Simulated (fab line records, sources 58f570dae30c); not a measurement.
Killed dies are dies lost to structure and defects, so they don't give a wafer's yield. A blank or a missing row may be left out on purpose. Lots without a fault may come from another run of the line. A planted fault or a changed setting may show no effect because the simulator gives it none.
Which tool did it? | flow berkeley_cmos170 | 15 lots, 45 wafers sampled, at 7 steps of a route of 331

WHAT THE GAUGES READ, wafer by wafer
UCB170_NLDD_CD_MEAS_06: target cd 1200 nm. Usual: cd_nm 1200.0 nm, standard deviation 1.6.
lot  | measured     | on        | cd_nm (nm)           | flag
L667 | day 6 09:25  | cd_sem-02 | 1197.9 1199.3 1198.7 |
L668 | day 6 09:40  | cd_sem-01 | 1199.0 1197.5 1197.9 |
L669 | day 6 10:07  | cd_sem-02 | 1203.2 1201.3 1201.8 |
L671 | day 7 03:18  | cd_sem-01 | 1199.5 1200.0 1199.2 |
L674 | day 7 10:22  | cd_sem-01 | 1199.7 1200.3 1200.1 |
L675 | day 8 03:32  | cd_sem-02 | 1200.6 1200.1 1200.8 |
L678 | day 8 09:58  | cd_sem-02 | 1201.1 1203.3 1201.5 |
L682 | day 9 10:05  | cd_sem-02 | 1201.8 1202.0 1201.8 |
L681 | day 9 10:32  | cd_sem-02 | 1199.2 1199.7 1198.3 |
L686 | day 10 00:15 | cd_sem-01 | 1200.0 1199.9 1199.1 |
L685 | day 10 00:23 | cd_sem-01 | 1200.4 1200.5 1201.2 |
L689 | day 10 15:29 | cd_sem-02 | 1199.5 1199.5 1199.6 |
L687 | day 10 15:56 | cd_sem-02 | 1203.8 1202.4 1203.2 |
L688 | day 10 16:11 | cd_sem-01 | 1197.1 1196.5 1196.9 |
L690 | day 10 22:02 | cd_sem-01 | 1201.3 1200.7 1200.4 |

UCB170_NLDD_TW_MEAS_11. Usual: NLDD_TW 2207, standard deviation 16.
lot  | measured     | on            | NLDD_TW        | flag
L667 | day 6 09:56  | film_metro-02 | 2238 2239 2248 |
L668 | day 6 10:13  | film_metro-02 | 2229 2226 2226 |
L669 | day 6 10:40  | film_metro-03 | 2195 2197 2204 |
L671 | day 7 03:51  | film_metro-03 | 2208 2217 2217 |
L674 | day 7 10:56  | film_metro-01 | 2196 2193 2182 |
L675 | day 8 04:04  | film_metro-01 | 2194 2198 2210 |
L678 | day 8 10:31  | film_metro-03 | 2192 2199 2195 |
L682 | day 9 10:38  | film_metro-02 | 2224 2225 2217 |
L681 | day 9 11:05  | film_metro-03 | 2182 2205 2200 |
L686 | day 10 00:48 | film_metro-01 | 2202 2211 2194 |
L685 | day 10 00:57 | film_metro-03 | 2186 2187 2188 |
L689 | day 10 16:01 | film_metro-02 | 2218 2233 2220 |
L687 | day 10 16:28 | film_metro-02 | 2215 2222 2215 |
L688 | day 10 16:44 | film_metro-02 | 2217 2225 2215 |
L690 | day 10 22:34 | film_metro-02 | 2213 2200 2213 |

UCB170_SPACER_THK_MEAS_01. Usual: SPACER_TEOS_THK 376 nm, standard deviation 6.
lot  | measured     | on            | SPACER_TEOS_THK (nm) | flag
L667 | day 6 10:14  | film_metro-04 | 365 377 376          |
L668 | day 6 10:30  | film_metro-02 | 372 372 375          |
L669 | day 6 10:58  | film_metro-04 | 385 377 384          |
L671 | day 7 04:08  | film_metro-04 | 367 365 373          |
L674 | day 7 11:13  | film_metro-02 | 368 372 371          |
L675 | day 8 04:23  | film_metro-04 | 375 379 382          |
L678 | day 8 11:01  | film_metro-04 | 374 377 389          |
L682 | day 9 10:55  | film_metro-04 | 373 374 377          |
L681 | day 9 11:22  | film_metro-02 | 380 381 375          |
L686 | day 10 01:05 | film_metro-02 | 371 371 377          |
L685 | day 10 01:14 | film_metro-03 | 376 373 377          |
L689 | day 10 16:18 | film_metro-03 | 388 386 385          |
L687 | day 10 16:45 | film_metro-04 | 372 377 375          |
L688 | day 10 17:01 | film_metro-02 | 373 375 373          |
L690 | day 10 23:00 | film_metro-02 | 368 374 376          |

UCB170_PSD_TW_MEAS_10. Usual: PSD_TW 2316, standard deviation 15.
lot  | measured     | on            | PSD_TW         | flag
L667 | day 6 16:58  | film_metro-02 | 2346 2347 2345 |
L668 | day 6 17:29  | film_metro-03 | 2310 2300 2311 |
L669 | day 6 17:11  | film_metro-01 | 2314 2320 2320 |
L671 | day 7 11:55  | film_metro-03 | 2333 2320 2333 |
L674 | day 7 17:23  | film_metro-03 | 2322 2326 2329 |
L675 | day 8 09:13  | film_metro-02 | 2330 2320 2324 |
L678 | day 8 15:15  | film_metro-01 | 2296 2313 2305 |
L682 | day 9 17:27  | film_metro-02 | 2345 2347 2351 |
L681 | day 9 17:34  | film_metro-03 | 2305 2301 2309 |
L686 | day 10 07:04 | film_metro-01 | 1916 1924 1906 | OFF
L685 | day 10 07:11 | film_metro-02 | 2340 2329 2328 |
L689 | day 10 22:32 | film_metro-03 | 2289 2295 2293 |
L687 | day 10 22:36 | film_metro-03 | 1915 1910 1914 | OFF
L688 | day 10 22:49 | film_metro-02 | 1939 1947 1932 | OFF
L690 | day 11 03:37 | film_metro-01 | 2309 2315 2318 |

UCB170_SDANNEAL_RS_MEAS_02: measures by four-point-probe. Usual: PSD_RS 75.5 ohm/sq, standard deviation 0.31.
lot  | measured     | on            | PSD_RS (ohm/sq)   | flag
L667 | day 6 20:34  | film_metro-01 | 76.1 75.5 75.7    |
L668 | day 6 20:59  | film_metro-03 | 75.9 76.1 75.4    |
L669 | day 6 20:48  | film_metro-02 | 75.1 75.0 75.2    |
L671 | day 7 14:40  | film_metro-03 | 75.1 75.5 75.5    |
L674 | day 7 21:39  | film_metro-01 | 75.5 75.5 75.7    |
L675 | day 8 13:40  | film_metro-01 | 75.8 75.7 75.8    |
L678 | day 8 18:46  | film_metro-03 | 75.7 75.6 75.9    |
L682 | day 9 20:47  | film_metro-01 | 75.6 75.2 75.6    |
L681 | day 9 21:39  | film_metro-03 | 75.5 75.9 75.3    |
L686 | day 10 09:42 | film_metro-03 | 114.4 114.9 114.9 | OFF
L685 | day 10 09:59 | film_metro-02 | 75.2 75.3 75.3    |
L689 | day 11 01:57 | film_metro-03 | 76.1 75.5 76.1    |
L687 | day 11 02:10 | film_metro-02 | 114.9 114.8 114.5 | OFF
L688 | day 11 02:16 | film_metro-01 | 113.1 113.1 113.0 | OFF
L690 | day 11 06:59 | film_metro-03 | 75.4 75.4 75.1    |

WHICH TOOL RAN EACH LOT (tool, then ch and the chambers of the sampled wafers, then the start)
lot  | UCB170_PSD_IMPLANT_08           | UCB170_PSD_STRIP_09
L667 | implanter-04 ch 0, day 6 16:45  | plasma_asher-01 ch 0,1, day 6 16:53
L668 | implanter-04 ch 0, day 6 17:14  | plasma_asher-04 ch 0,1, day 6 17:22
L669 | implanter-01 ch 0, day 6 16:56  | plasma_asher-02 ch 0,1, day 6 17:05
L671 | implanter-02 ch 0, day 7 11:40  | plasma_asher-02 ch 0,1, day 7 11:49
L674 | implanter-01 ch 0, day 7 17:08  | plasma_asher-02 ch 0,1, day 7 17:17
L675 | implanter-04 ch 0, day 8 08:59  | plasma_asher-04 ch 0, day 8 09:07
L678 | implanter-04 ch 0, day 8 15:01  | plasma_asher-01 ch 0,1, day 8 15:08
L682 | implanter-01 ch 0, day 9 17:12  | plasma_asher-01 ch 0,1, day 9 17:21
L681 | implanter-02 ch 0, day 9 17:19  | plasma_asher-04 ch 0, day 9 17:28
L686 | implanter-01 ch 0, day 10 06:49 | plasma_asher-04 ch 0,1, day 10 06:58
L685 | implanter-02 ch 0, day 10 06:56 | plasma_asher-02 ch 0,1, day 10 07:05
L689 | implanter-02 ch 0, day 10 22:19 | plasma_asher-04 ch 0,1, day 10 22:28
L687 | implanter-01 ch 0, day 10 22:23 | plasma_asher-01 ch 0,1, day 10 22:31
L688 | implanter-01 ch 0, day 10 22:34 | plasma_asher-01 ch 0,1, day 10 22:42
L690 | implanter-02 ch 0, day 11 03:23 | plasma_asher-04 ch 0,1, day 11 03:31
- UCB170_PSD_IMPLANT_08
- UCB170_PSD_STRIP_09: strips in O2.

WHAT THE TOOLS THEMSELVES READ (means of the sampled wafers that have a number; where no wafer has one, the mark that the record gives instead)
UCB170_PSD_IMPLANT_08. Usual: dose_ions_cm2 3.001e+15, standard deviation 3.6e+12; end_station_pressure_torr 1.26e-05 Torr, standard deviation 6.2e-07; faraday_current_uA 9266, standard deviation 190.
lot  | tool         | dose_ions_cm2 | end_station_pressure_torr (Torr) | faraday_current_uA | flag
L667 | implanter-04 | 3.004e+15     | 1.28e-05                         | 9416               |
L668 | implanter-04 | 2.998e+15     | 1.25e-05                         | 9223               |
L669 | implanter-01 | 3.004e+15     | 1.28e-05                         | 9222               |
L671 | implanter-02 | 3.000e+15     | 1.20e-05                         | 9233               |
L674 | implanter-01 | 2.996e+15     | 1.17e-05                         | 9392               |
L675 | implanter-04 | 3.000e+15     | 1.19e-05                         | 9216               |
L678 | implanter-04 | 2.999e+15     | 1.25e-05                         | 9373               |
L682 | implanter-01 | 3.000e+15     | 1.25e-05                         | 9277               |
L681 | implanter-02 | 2.996e+15     | 1.27e-05                         | 9165               |
L686 | implanter-01 | 1.650e+15     | 9.57e-06                         | 5203               | OFF
L685 | implanter-02 | 3.001e+15     | 1.27e-05                         | 9313               |
L689 | implanter-02 | 3.003e+15     | 1.22e-05                         | 9318               |
L687 | implanter-01 | 1.652e+15     | 9.00e-06                         | 5070               | OFF
L688 | implanter-01 | 1.653e+15     | 9.10e-06                         | 5126               | OFF
L690 | implanter-02 | 2.999e+15     | 1.21e-05                         | 9459               |

UCB170_PSD_STRIP_09. Usual: drypump_motor_current_A 5.82 A, standard deviation 0.099; oes_product_au 0.600 a.u., standard deviation 0.005; strip_time_to_endpoint_s 29.42 s, standard deviation 0.076.
lot  | tool            | drypump_motor_current_A (A) | oes_product_au (a.u.) | strip_time_to_endpoint_s (s) | flag
L667 | plasma_asher-01 | 5.86                        | 0.602                 | 29.43                        |
L668 | plasma_asher-04 | 5.85                        | 0.600                 | 29.36                        |
L669 | plasma_asher-02 | 5.68                        | 0.597                 | 29.53                        |
L671 | plasma_asher-02 | 5.68                        | 0.595                 | 29.44                        |
L674 | plasma_asher-02 | 5.73                        | 0.603                 | 29.33                        |
L675 | plasma_asher-04 | 5.77                        | 0.603                 | 29.28                        |
L678 | plasma_asher-01 | 5.85                        | 0.598                 | 29.44                        |
L682 | plasma_asher-01 | 5.89                        | 0.601                 | 29.47                        |
L681 | plasma_asher-04 | 5.77                        | 0.595                 | 29.37                        |
L686 | plasma_asher-04 | 5.81                        | 0.694                 | 23.58                        | OFF
L685 | plasma_asher-02 | 5.74                        | 0.600                 | 29.49                        |
L689 | plasma_asher-04 | 5.88                        | 0.601                 | 29.38                        |
L687 | plasma_asher-01 | 5.88                        | 0.688                 | 23.51                        | OFF
L688 | plasma_asher-01 | 5.86                        | 0.689                 | 23.71                        | OFF
L690 | plasma_asher-04 | 5.87                        | 0.596                 | 29.40                        |

THE ANSWER, worked out from the rows above alone
Rule: a lot is off if the mean of its wafers that have a number lies more than 3 standard deviations from the usual mean. A lot without any number at a reading at which 4 lots or more have one is off too. The other lots that the step has rows for count as sound. The gauges are gone through in route order, then the tools' own readings, and for those a lot's mean is taken as printed above. The first step at which some lot is off is used, and at that step the reading that is off furthest; a lot without a number counts as furthest.
Off: L686, L687, L688, at UCB170_PSD_TW_MEAS_10 (PSD_TW).
A tool fits if, at a process step before that reading, it ran every lot that is off, and no sound lot after the first of them. The gauges at UCB170_PSD_TW_MEAS_10 aren't tried: what is off there is off at UCB170_PSD_IMPLANT_08 too, on other tools, and a gauge's error can't cause that. One fits: implanter-01 at UCB170_PSD_IMPLANT_08. Its last sound lot is L682 (day 9 17:12), its first lot that is off L686 (day 10 06:49): a fault that began between those two fits.
The tool's own readings at UCB170_PSD_IMPLANT_08 bear it out: on the lots that are off they differ by more than 5 times the standard deviation of the sound lots' means. dose_ions_cm2 reads 1.652e+15 there against 3.000e+15 on the sound lots; end_station_pressure_torr reads 9.22e-06 Torr there against 1.24e-05 Torr on the sound lots; faraday_current_uA reads 5133 there against 9301 on the sound lots.

WHAT THE SIMULATOR HAD PUT IN
Process parameter drift: implanter-01, from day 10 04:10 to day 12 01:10, at UCB170_PSD_IMPLANT_08. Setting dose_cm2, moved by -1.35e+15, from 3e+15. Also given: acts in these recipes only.
Lots struck among those shown: L686, L687, L688. The rule above found the same.
